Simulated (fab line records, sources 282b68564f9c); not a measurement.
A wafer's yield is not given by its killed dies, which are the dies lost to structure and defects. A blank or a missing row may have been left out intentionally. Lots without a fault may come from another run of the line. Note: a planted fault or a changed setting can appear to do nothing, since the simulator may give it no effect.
fab line records	flow rit_cmos
record lots=14	wafers=42	last_day=7
route steps=202 shown M1@196
lots that met no fault: from a run of the same line without faults
start_h: hours from the record's first day to the start of the lot's first wafer shown	wait_h: hours since the lot's step before	" the same as in the row above	L1.1+2: a single row standing in for several wafers	- value missing, or start not given	* or withheld: withheld	< > ~ a bound
route shown NAME@n: names a module that has steps shown in the file, with the first one's number in the route	usual: mean/standard deviation taken from wafers without a fault	same: alike in all rows	chamber/n: place in a boat	sites: readings site by site	_std_site: their standard deviation	_edge_site: outer sites' mean less inner sites'	radius_mm: how far each site lies from the wafer's centre	mask NAME#n: copy n	behind: the last tool/chamber to shape the wafer	hold: the reason the lot was held/the length of the hold in hours/how it ended	device: which transistor (n, p or np) failed to switch	end of line: the same wafers' tests at the end of the route	where a step has no rows: the recipe by itself	killed: not the wafer's yield, but the dies lost to structure and defects at the first sort	map: a wafer's dies, marking killed ones x, the rest . and places with no die _
set.NAME: setting as actually run; set.NAME@STEP: the setting as run at that earlier step	model.NAME: the simulator's own value behind a step, which no gauge read
one table for each step of the route and one row for each wafer, over a sample of lots
services: the hour from which a tool's chamber was out of use, counted from the record's first day as start_h (under 0 if before that day), plus the number of hours and why
## steps
# step RIT_M1_METAL_ETCH_12
# recipe stop_on=SiO2	chemistry=Cl2/BCl3	target=Al	time_s=165	over_etch_frac=0.5	pressure_mtorr=100	target_depth_a=6000	rf_w=250	Cl2_flow_sccm=60	bcl3_flow_sccm=50
# usual drypump_motor_current_A=5.51/0.27	oes_product_au=0.784/0.014	over_etch_frac=0.5/0	throttle_valve_pct=8.14/0.11
lot.wafer	tool	chamber	start_h	wait_h	drypump_motor_current_A	oes_product_au	over_etch_frac	rf_hours_counter_h	throttle_valve_pct
L912.2	rie_metal-01	1	64.52	0.2	5.83	0.768	0.5	4	8.32
L912.3	"	0	"	"	5.29	0.795	0.5	-	8.14
L912.4	"	1	"	"	5.85	0.756	0.5	-	8.31
L914.2	rie_metal-02	0	71.66	0.2	5.56	0.767	0.5	1	8.19
L914.5	"	1	"	"	5.63	0.778	0.5	-	7.99
L914.6	"	0	"	"	5.57	0.764	0.5	-	8.20
L915.2	rie_metal-01	0	75.43	0.2	5.29	0.802	0.5	4	8.14
L915.3	"	1	"	"	5.80	0.778	0.5	-	8.28
L915.4	"	0	"	"	5.30	0.802	0.5	-	8.16
L916.3	rie_metal-04	0	81.73	0.2	4.96	0.771	0.5	-	8.05
L916.4	"	1	"	"	5.57	0.789	0.5	-	8.16
L916.6	"	0	"	"	4.96	0.782	0.5	-	8.03
L918.1	rie_metal-01	0	89.37	0.2	5.29	0.799	0.5	4	8.13
L918.2	"	1	"	"	5.82	0.771	0.5	4	8.30
L918.4	"	0	"	"	5.31	0.807	0.5	-	8.14
L919.1	rie_metal-04	0	95.29	0.2	4.94	0.779	0.5	33	8.05
L919.5	"	0	"	"	4.94	0.783	0.5	-	8.03
L919.6	"	1	"	"	5.60	0.787	0.5	-	8.15
L920.1	rie_metal-02	0	101.86	0.2	5.54	0.781	0.5	1	8.20
L920.2	"	1	"	"	5.66	0.785	0.5	1	7.98
L920.5	"	1	"	"	5.67	0.792	0.5	-	7.97
L921.1	rie_metal-01	0	105.06	0.2	5.30	0.810	0.5	4	8.15
L921.3	"	1	"	"	5.80	0.776	0.5	-	8.29
L921.5	"	1	"	"	5.79	0.771	0.5	-	8.29
L925.1	rie_metal-04	0	126.73	0.2	4.95	0.778	0.5	34	8.05
L925.2	"	1	"	"	5.59	0.788	0.5	39	8.16
L925.3	"	0	"	"	4.94	0.780	0.5	-	8.02
L926.1	rie_metal-02	1	130.67	0.2	5.65	0.782	0.5	1	7.98
L926.2	"	1	"	"	5.67	0.798	0.5	-	7.98
L926.5	"	1	"	"	5.66	0.776	0.5	-	7.98
L927.1	rie_metal-01	0	134.61	0.2	5.30	0.743	0.78163	5	8.15
L927.3	"	1	"	"	5.80	0.702	0.78163	-	8.30
L927.6	"	0	"	"	5.30	0.738	0.78163	-	8.15
L929.3	rie_metal-01	0	146.11	0.2	5.30	0.738	0.78163	-	8.14
L929.5	"	0	"	"	5.30	0.737	0.78163	-	8.14
L929.6	"	1	"	"	5.80	0.698	0.78163	-	8.29
L932.2	rie_metal-04	1	159.25	0.2	5.60	0.783	0.5	0	8.16
L932.4	"	0	"	"	4.96	0.781	0.5	-	8.05
L932.5	"	1	"	"	5.62	0.786	0.5	-	8.16
L933.3	rie_metal-02	0	164.93	0.2	5.54	0.766	0.5	-	8.21
L933.4	"	1	"	"	5.65	0.798	0.5	-	7.99
L933.5	"	1	"	"	5.66	0.794	0.5	-	8.00
# step RIT_M1_PROBE_99
# usual defect_limited_yield=97.6/1.1	killed_at_contacts=0.1/0.27	killed_at_front_end=6.1/2.9	killed_dies=6.2/2.9	killed_open=3.2/1.9	killed_short=3/1.9	sort_bin_3_pad_short=0.1/0.2	sort_bin_5_function=1.3/0.77	sort_bin_6_memory=0.9/0.64	sort_n_pass=257.8/2.9	sort_yield_pct=97.6/1.1
# same gross_dies=264	killed_at_M0_to_M3=0	killed_at_M4_up=0	killed_at_back_side=0	killed_at_other=0
lot.wafer	tool	chamber	start_h	wait_h	defect_limited_yield[%]	killed_at_contacts	killed_at_front_end	killed_dies	killed_open	killed_short	sort_bin_3_pad_short[%]	sort_bin_5_function[%]	sort_bin_6_memory[%]	sort_n_pass	sort_yield_pct[%]
L912.2	prober-01	-	66.92	0.1	97.7	0	6	6	2	4	0	1.5	0.8	258.0	97.7
L912.3	prober-01	-	66.97	0.2	99.2	0	2	2	2	0	0	0.8	0	262.0	99.2
L912.4	prober-01	-	67.02	0.2	96.6	0	9	9	4	5	0.4	1.5	1.5	255.0	96.6
L914.2	prober-01	-	75.11	0.1	95.8	1	10	11	7	4	0	1.5	2.7	253.0	95.8
L914.5	prober-01	-	75.26	0.2	97.0	0	8	8	5	3	0	1.5	1.5	256.0	97.0
L914.6	prober-01	-	75.31	0.2	95.5	0	12	12	5	7	0	2.3	2.3	252.0	95.5
L915.2	prober-02	-	77.73	0.1	96.2	0	10	10	6	4	0	2.7	1.1	254.0	96.2
L915.3	prober-02	-	77.78	0.2	98.9	0	3	3	1	2	0	1.1	0	261.0	98.9
L915.4	prober-02	-	77.83	0.2	98.5	0	4	4	3	1	0	1.1	0.4	260.0	98.5
L916.3	prober-02	-	84.03	0.2	98.1	0	5	5	2	3	0.4	0.8	0.8	259.0	98.1
L916.4	prober-02	-	84.08	0.2	99.2	0	2	2	1	1	0	0	0.8	262.0	99.2
L916.6	prober-02	-	84.18	0.2	99.2	0	2	2	0	2	0	0.8	0	262.0	99.2
L918.1	prober-02	-	91.63	0.1	97.0	0	8	8	6	2	0	1.9	1.1	256.0	97.0
L918.2	prober-02	-	91.68	0.1	96.2	0	10	10	4	6	0	1.9	1.9	254.0	96.2
L918.4	prober-02	-	91.78	0.2	98.9	0	3	3	2	1	0	0.4	0.8	261.0	98.9
L919.1	prober-01	-	97.54	0.1	97.3	0	7	7	2	5	0.4	1.9	0.4	257.0	97.3
L919.5	prober-01	-	97.74	0.2	98.5	0	4	4	3	1	0	0.8	0.8	260.0	98.5
L919.6	prober-01	-	97.79	0.2	99.2	0	2	2	2	0	0	0.8	0	262.0	99.2
L920.1	prober-01	-	104.12	0.1	96.6	0	9	9	4	5	0.4	2.3	0.8	255.0	96.6
L920.2	prober-01	-	104.17	0.1	98.5	0	4	4	4	0	0	1.1	0.4	260.0	98.5
L920.5	prober-01	-	104.32	0.2	98.1	0	5	5	3	2	0	1.5	0.4	259.0	98.1
L921.1	prober-02	-	108.67	0.1	98.5	0	4	4	3	1	0	1.5	0	260.0	98.5
L921.3	prober-02	-	108.77	0.2	97.3	0	7	7	3	4	0	1.9	0.8	257.0	97.3
L921.5	prober-02	-	108.87	0.2	95.8	0	11	11	7	4	0	2.7	1.5	253.0	95.8
L925.1	prober-02	-	129.00	0.1	98.1	0	5	5	2	3	0	1.9	0	259.0	98.1
L925.2	prober-02	-	129.05	0.1	97.0	0	8	8	5	3	0	2.3	0.8	256.0	97.0
L925.3	prober-02	-	129.10	0.2	99.6	1	0	1	1	0	0	0	0.4	263.0	99.6
L926.1	prober-01	-	133.34	0.1	96.6	0	9	9	3	6	0.4	2.3	0.8	255.0	96.6
L926.2	prober-01	-	133.39	0.1	98.1	0	5	5	1	4	0	0.8	1.1	259.0	98.1
L926.5	prober-01	-	133.54	0.2	97.3	0	7	7	3	4	0	1.9	0.8	257.0	97.3
L927.1	prober-02	-	136.86	0.1	97.0	1	7	8	5	3	0	0.8	2.3	256.0	97.0
L927.3	prober-02	-	136.96	0.2	96.6	0	9	9	3	6	0.8	1.5	1.1	255.0	96.6
L927.6	prober-02	-	137.11	0.2	98.9	0	3	3	0	3	0	0.4	0.8	261.0	98.9
L929.3	prober-02	-	148.54	0.2	97.3	0	7	7	3	4	0	0.8	1.9	257.0	97.3
L929.5	prober-02	-	148.64	0.2	99.2	0	2	2	1	1	0	0.8	0	262.0	99.2
L929.6	prober-02	-	148.69	0.2	97.3	0	7	7	4	3	0	1.1	1.5	257.0	97.3
L932.2	prober-01	-	161.58	0.1	97.3	0	7	7	2	5	0	1.5	1.1	257.0	97.3
L932.4	prober-01	-	161.68	0.2	95.5	0	12	12	5	7	0.8	2.3	1.5	252.0	95.5
L932.5	prober-01	-	161.73	0.2	97.0	0	8	8	3	5	0.4	1.1	1.5	256.0	97.0
L933.3	prober-02	-	167.23	0.2	98.9	0	3	3	2	1	0	0.4	0.8	261.0	98.9
L933.4	prober-02	-	167.28	0.2	97.3	0	7	7	3	4	0.4	0.8	1.5	257.0	97.3
L933.5	prober-02	-	167.33	0.2	96.2	1	9	10	8	2	0	1.9	1.9	254.0	96.2
# killed by level:class
L912.2 FOX1:geometric_particle:open=2 GATE:geometric_particle:short=1 REOX:geometric_particle:short=1 SPACER:geometric_particle:short=1 SILICIDE:geometric_particle:short=1
L912.3 GATE:geometric_particle:open=1 REOX:geometric_particle:open=1
L912.4 SPACER:geometric_particle:short=3 ACTIVE:geometric_particle:short=1 FOX1:geometric_particle:short=1 GATE:geometric_particle:open=1 REOX:geometric_particle:open=1 SPACER:geometric_particle:open=1 SILICIDE:geometric_particle:open=1
L914.2 GATE:geometric_particle:short=4 FOX1:geometric_particle:open=3 GATE:geometric_particle:open=2 REOX:geometric_particle:open=1 CONTACT:geometric_particle:open=1
L914.5 GATE:geometric_particle:open=3 GATE:geometric_particle:short=2 FOX1:geometric_particle:open=1 REOX:geometric_particle:short=1 SPACER:geometric_particle:open=1
L914.6 GATE:geometric_particle:open=3 FOX1:geometric_particle:short=2 GATE:geometric_particle:short=2 SILICIDE:geometric_particle:open=2 FOX2:geometric_particle:short=1 SPACER:geometric_particle:short=1 SILICIDE:geometric_particle:short=1
L915.2 REOX:geometric_particle:short=2 GATE:geometric_particle:open=2 FOX2:geometric_particle:open=1 FOX2:geometric_particle:short=1 REOX:geometric_particle:open=1 SPACER:geometric_particle:short=1 SPACER:geometric_particle:open=1 SILICIDE:geometric_particle:open=1
L915.3 FOX2:geometric_particle:open=1 SPACER:geometric_particle:short=1 STARTING-WAFER:geometric_particle:short=1
L915.4 FOX2:geometric_particle:open=1 GATE:geometric_particle:open=1 GATE:geometric_particle:short=1 SILICIDE:geometric_particle:open=1
L916.3 SILICIDE:geometric_particle:short=3 GATE:geometric_particle:open=1 SPACER:geometric_particle:open=1
L916.4 SPACER:geometric_particle:short=1 SPACER:geometric_particle:open=1
L916.6 FOX1:geometric_particle:short=1 GATE:geometric_particle:short=1
L918.1 FOX2:geometric_particle:open=2 GATE:geometric_particle:short=2 FOX1:geometric_particle:open=1 GATE:geometric_particle:open=1 REOX:geometric_particle:open=1 SPACER:geometric_particle:open=1
L918.2 GATE:geometric_particle:open=4 GATE:geometric_particle:short=2 SILICIDE:geometric_particle:short=2 REOX:geometric_particle:short=1 SPACER:geometric_particle:short=1
L918.4 FOX2:geometric_particle:open=1 GATE:geometric_particle:open=1 REOX:geometric_particle:short=1
L919.1 REOX:geometric_particle:short=2 FOX1:geometric_particle:short=1 FOX1:geometric_particle:open=1 FOX2:geometric_particle:short=1 SILICIDE:geometric_particle:open=1 SILICIDE:geometric_particle:short=1
L919.5 SILICIDE:geometric_particle:open=3 GATE:geometric_particle:short=1
L919.6 GATE:geometric_particle:open=1 SILICIDE:geometric_particle:open=1
L920.1 GATE:geometric_particle:short=3 GATE:geometric_particle:open=3 FOX2:geometric_particle:open=1 FOX2:geometric_particle:short=1 SILICIDE:geometric_particle:short=1
L920.2 REOX:geometric_particle:open=3 GATE:geometric_particle:open=1
L920.5 GATE:geometric_particle:open=3 FOX1:geometric_particle:short=1 GATE:geometric_particle:short=1
L921.1 FOX1:geometric_particle:short=1 GATE:geometric_particle:open=1 SPACER:geometric_particle:open=1 SILICIDE:geometric_particle:open=1
L921.3 SPACER:geometric_particle:short=2 SILICIDE:geometric_particle:open=2 FOX2:geometric_particle:open=1 FOX2:geometric_particle:short=1 GATE:geometric_particle:short=1
L921.5 GATE:geometric_particle:open=4 FOX1:geometric_particle:open=2 FOX2:geometric_particle:short=2 FOX1:geometric_particle:short=1 SILICIDE:geometric_particle:open=1 SILICIDE:geometric_particle:short=1
L925.1 SPACER:geometric_particle:short=2 FOX1:geometric_particle:short=1 GATE:geometric_particle:open=1 SILICIDE:geometric_particle:open=1
L925.2 GATE:geometric_particle:open=3 SILICIDE:geometric_particle:short=2 FOX1:geometric_particle:short=1 FOX1:geometric_particle:open=1 SPACER:geometric_particle:open=1
L925.3 CONTACT:geometric_particle:open=1
L926.1 GATE:geometric_particle:short=4 REOX:geometric_particle:short=2 FOX1:geometric_particle:open=1 GATE:geometric_particle:open=1 SILICIDE:geometric_particle:open=1
L926.2 FOX1:geometric_particle:short=2 FOX1:geometric_particle:open=1 GATE:geometric_particle:short=1 REOX:geometric_particle:short=1
L926.5 FOX1:geometric_particle:short=2 FOX2:geometric_particle:open=1 REOX:geometric_particle:short=1 REOX:geometric_particle:open=1 SPACER:geometric_particle:open=1 SILICIDE:geometric_particle:short=1
L927.1 FOX1:geometric_particle:open=1 FOX1:geometric_particle:short=1 FOX2:geometric_particle:open=1 GATE:geometric_particle:short=1 GATE:geometric_particle:open=1 REOX:geometric_particle:open=1 SPACER:geometric_particle:open=1 CONTACT:geometric_particle:short=1
L927.3 FOX1:geometric_particle:short=3 FOX1:geometric_particle:open=1 GATE:geometric_particle:short=1 GATE:geometric_particle:open=1 REOX:geometric_particle:short=1 REOX:geometric_particle:open=1 SILICIDE:geometric_particle:short=1
L927.6 SPACER:geometric_particle:short=2 REOX:geometric_particle:short=1
L929.3 FOX1:geometric_particle:short=1 FOX2:geometric_particle:open=1 FOX2:geometric_particle:short=1 GATE:geometric_particle:open=1 GATE:geometric_particle:short=1 SPACER:geometric_particle:short=1 SILICIDE:geometric_particle:open=1
L929.5 REOX:geometric_particle:open=1 SPACER:geometric_particle:short=1
L929.6 GATE:geometric_particle:short=2 FOX1:geometric_particle:open=1 GATE:geometric_particle:open=1 REOX:geometric_particle:open=1 REOX:geometric_particle:short=1 SILICIDE:geometric_particle:open=1
L932.2 GATE:geometric_particle:short=2 REOX:geometric_particle:short=2 FOX1:geometric_particle:open=1 GATE:geometric_particle:open=1 SPACER:geometric_particle:short=1
L932.4 GATE:geometric_particle:short=5 GATE:geometric_particle:open=3 REOX:geometric_particle:open=2 FOX1:geometric_particle:short=1 SPACER:geometric_particle:short=1
L932.5 GATE:geometric_particle:short=2 REOX:geometric_particle:short=2 FOX2:geometric_particle:open=1 FOX2:geometric_particle:short=1 REOX:geometric_particle:open=1 SILICIDE:geometric_particle:open=1
L933.3 GATE:geometric_particle:open=1 GATE:geometric_particle:short=1 REOX:geometric_particle:open=1
L933.4 GATE:geometric_particle:short=3 FOX1:geometric_particle:open=1 FOX1:geometric_particle:short=1 SILICIDE:geometric_particle:open=1 REOX:geometric_particle:open=1
L933.5 GATE:geometric_particle:open=5 SPACER:geometric_particle:short=2 FOX1:geometric_particle:open=1 SILICIDE:geometric_particle:open=1 CONTACT:geometric_particle:open=1
## services
tool	chamber	start_h	hours	kind
rie_metal-01	1	80.46	4.8	repair
rie_metal-04	-	80.53	0.9	repair
rie_metal-02	-	88.21	1.5	repair
rie_metal-02	-	91.58	0.8	repair
rie_metal-01	-	126.78	2.8	pm
rie_metal-02	0	126.78	15.6	repair
rie_metal-04	-	136.12	20.0	pm
rie_metal-04	0	136.12	20.0	vent_cycle
rie_metal-04	1	136.12	20.0	vent_cycle
rie_metal-01	-	138.47	0.3	repair
rie_metal-04	0	156.12	-	clean
rie_metal-04	1	156.12	-	clean
## key
first_sign step=RIT_M1_METAL_ETCH_12	reading=over_etch_frac	direction=up	sigmas=99+	usual=0.5	struck=0.78163
effect step=RIT_M1_METAL_ETCH_12	reading=oes_product_au	direction=down	sigmas=4.2	usual=0.784	struck=0.726
met_at RIT_M1_METAL_ETCH_12
struck_lots L927,L929
onset_between 105.06 134.61
fault kind=process_parameter_drift	tool=rie_metal-01	chamber=-	onset_h=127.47	steps=RIT_M1_METAL_ETCH_12	channel=over_etch_frac	offset=0.28163	shape=step	end_h=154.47	stated=0.5
